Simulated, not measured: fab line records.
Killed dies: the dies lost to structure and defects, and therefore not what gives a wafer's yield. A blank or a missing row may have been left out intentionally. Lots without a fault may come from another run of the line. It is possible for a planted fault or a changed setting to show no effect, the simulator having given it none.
Which tool did it? ; flow berkeley-cmos170 ; 39 wafers from 13 lots sampled at 5 of the route's 331 steps

## WHAT THE GAUGES SHOWED, per wafer
UCB170_V1_THK_MEAS_01. Usual: V1_TEOS_THK 2000 nm, standard deviation 28.
lot;measured;on;V1_TEOS_THK (nm);flag
L176;day 8 09:04;film-metro-01;1994 2049 2052;
L175;day 8 14:17;film-metro-02;2003 1987 2021;
L177;day 8 14:17;film-metro-04;2017 2059 2030;
L178;day 9 11:40;film-metro-01;2015 2007 2031;
L181;day 9 12:59;film-metro-02;1998 2029 2002;
L184;day 10 10:58;film-metro-01;1998 2031 2002;
L182;day 10 13:31;film-metro-01;2158 2008 2207;OFF
L190;day 11 09:34;film-metro-02;1996 1964 2040;
L189;day 11 09:35;film-metro-01;1991 1995 2006;
L194;day 13 08:31;film-metro-02;1956 1999 1981;
L192;day 13 08:32;film-metro-04;2006 1976 1995;
L198;day 14 00:16;film-metro-04;2001 1960 2021;
L197;day 14 01:35;film-metro-01;1953 1953 1989;

UCB170_V1_CD_MEAS_12: target cd 700 nm. Usual: cd-nm reads 699.7 nm (standard deviation 1.3).
lot;measured;on;cd-nm (nm);flag
L176;day 8 11:11;cd-sem-01;699.8 698.7 699.1;
L175;day 8 17:49;cd-sem-02;699.5 699.7 699.7;
L177;day 8 17:56;cd-sem-01;698.3 699.5 700.4;
L178;day 9 13:21;cd-sem-02;701.1 699.3 700.1;
L181;day 9 14:41;cd-sem-02;701.3 700.4 700.3;
L184;day 10 14:51;cd-sem-01;700.1 698.9 698.2;
L182;day 10 15:23;cd-sem-01;698.3 696.9 698.5;
L190;day 11 11:29;cd-sem-02;697.7 698.3 698.7;
L189;day 11 11:44;cd-sem-01;697.8 699.5 698.6;
L194;day 13 12:13;cd-sem-01;700.0 701.7 701.4;
L192;day 13 12:21;cd-sem-01;700.5 700.1 699.8;
L198;day 14 01:58;cd-sem-02;698.6 699.4 700.0;
L197;day 14 03:36;cd-sem-02;698.6 699.6 698.4;

## TOOL THAT RAN EACH LOT (tool first, then ch and the chambers of the sampled wafers, then the start)
lot;UCB170_CONTACT_STRIP_19;UCB170_V1_CVD_00;UCB170_V1_CMP_02
L176;plasma-asher-04 ch 0,1, day 8 05:32;pecvd-04 ch 0,2, day 8 08:53;cmp-01 ch 1,2, day 8 09:07
L175;plasma-asher-02 ch 0,1, day 8 05:49;pecvd-04 ch 1,2, day 8 14:08;cmp-02 ch 0,2, day 8 14:24
L177;plasma-asher-04 ch 0,1, day 8 07:46;pecvd-03 ch 0,1, day 8 14:08;cmp-01 ch 1,3, day 8 14:24
L178;plasma-asher-02 ch 0,1, day 9 07:58;pecvd-04 ch 0,2, day 9 11:29;cmp-02 ch 2,3, day 9 11:43
L181;plasma-asher-01 ch 1, day 9 08:59;pecvd-03 ch 0,1,2, day 9 12:50;cmp-01 ch 0,2,3, day 9 13:05
L184;plasma-asher-02 ch 0,1, day 10 02:11;pecvd-02 ch 0,1, day 10 10:48;cmp-01 ch 1,2,3, day 10 11:10
L182;plasma-asher-01 ch 0,1, day 10 07:34;pecvd-03 ch 0,2, day 10 13:17;cmp-02 ch 1,3, day 10 13:38
L190;plasma-asher-01 ch 0,1, day 11 04:42;pecvd-04 ch 0,1,2, day 11 09:25;cmp-02 ch 0,1,3, day 11 09:44
L189;plasma-asher-02 ch 0,1, day 11 05:35;pecvd-02 ch 1,2, day 11 09:25;cmp-01 ch 1,2, day 11 09:41
L194;plasma-asher-01 ch 0,1, day 13 03:46;pecvd-02 ch 0,2, day 13 08:22;cmp-01 ch 0,1,2, day 13 08:41
L192;plasma-asher-04 ch 0,1, day 13 03:53;pecvd-04 ch 1,2, day 13 08:22;cmp-02 ch 0,1,3, day 13 08:35
L198;plasma-asher-01 ch 0,1, day 13 20:37;pecvd-03 ch 1,2, day 14 00:06;cmp-01 ch 1,3, day 14 00:22
L197;plasma-asher-02 ch 0,1, day 13 20:51;pecvd-04 ch 0,1,2, day 14 01:26;cmp-02 ch 0,1,2, day 14 01:42
- UCB170_CONTACT_STRIP_19: strips in O2.
- UCB170_V1_CVD_00: deposits SiO2 from TEOS/O2, target thk 2000 nm, time 250 s.
- UCB170_V1_CMP_02: polishes SiO2.

## WHAT THE TOOLS THEMSELVES READ (means of the sampled wafers that have a number; where no wafer has one, the mark that the record gives instead)
UCB170_CONTACT_STRIP_19. Usual: chamber-pressure-mTorr 3500 mTorr, standard deviation 3.3; drypump-motor-current-A 6.0 A, standard deviation 0.39; oes-product-au 0.726 a.u., standard deviation 0.0042.
lot;tool;chamber-pressure-mTorr (mTorr);drypump-motor-current-A (A);oes-product-au (a.u.);flag
L176;plasma-asher-04;3499;5.4;0.727;
L175;plasma-asher-02;3500;6.1;0.722;
L177;plasma-asher-04;3501;5.4;0.727;
L178;plasma-asher-02;3500;6.2;0.727;
L181;plasma-asher-01;3499;6.4;0.726;
L184;plasma-asher-02;3499;6.1;0.727;
L182;plasma-asher-01;3502;6.3;0.731;
L190;plasma-asher-01;3502;6.3;0.727;
L189;plasma-asher-02;3501;6.0;0.726;
L194;plasma-asher-01;3498;6.3;0.729;
L192;plasma-asher-04;3500;5.4;0.725;
L198;plasma-asher-01;3505;6.3;0.728;
L197;plasma-asher-02;3499;6.0;0.722;

UCB170_V1_CVD_00. Usual: heater-power-w 257 W, standard deviation 65; rf-fwd-power-W 548.1 W, standard deviation 1.6.
lot;tool;heater-power-w (W);rf-fwd-power-W (W);flag
L176;pecvd-04;201;549.1;
L175;pecvd-04;321;546.6;
L177;pecvd-03;231;547.5;
L178;pecvd-04;279;548.9;
L181;pecvd-03;224;548.1;
L184;pecvd-02;298;546.3;
L182;pecvd-03;194;693.7;OFF
L190;pecvd-04;267;547.8;
L189;pecvd-02;265;547.8;
L194;pecvd-02;298;547.3;
L192;pecvd-04;266;548.5;
L198;pecvd-03;255;547.0;
L197;pecvd-04;259;551.2;

UCB170_V1_CMP_02. Usual: motor-current-A reads 15.6 A (standard deviation 1.6).
lot;tool;motor-current-A (A);flag
L176;cmp-01;13.4;
L175;cmp-02;17.0;
L177;cmp-01;14.8;
L178;cmp-02;16.9;
L181;cmp-01;16.2;
L184;cmp-01;14.3;
L182;cmp-02;16.1;
L190;cmp-02;15.8;
L189;cmp-01;13.0;
L194;cmp-01;14.4;
L192;cmp-02;16.2;
L198;cmp-01;13.9;
L197;cmp-02;16.5;

## THE ANSWER, worked out from the rows above alone
Rule: take the mean of a lot's wafers that have a number; if it is more than 3 standard deviations from the usual mean, the lot is off. Also off: a lot with no number at a reading for which 4 or more lots have one. The other lots that the step has rows for count as sound. After the gauges, taken in route order, come the tools' own readings; for these a lot's mean is taken, as printed above. At the first step where some lot is off, the reading lying furthest off is the one used; lots without a number count as furthest.
Off: L182, at UCB170_V1_THK_MEAS_01 (V1_TEOS_THK).
A tool fits if, at a process step before that reading, it ran every lot that is off, and no sound lot after the first of them. The gauges at UCB170_V1_THK_MEAS_01 aren't tried: what is off there is off at UCB170_V1_CVD_00 too, on other tools, and a gauge's error can't cause that. Not one of the candidates tried fits.

## WHAT THE SIMULATOR HAD INSERTED
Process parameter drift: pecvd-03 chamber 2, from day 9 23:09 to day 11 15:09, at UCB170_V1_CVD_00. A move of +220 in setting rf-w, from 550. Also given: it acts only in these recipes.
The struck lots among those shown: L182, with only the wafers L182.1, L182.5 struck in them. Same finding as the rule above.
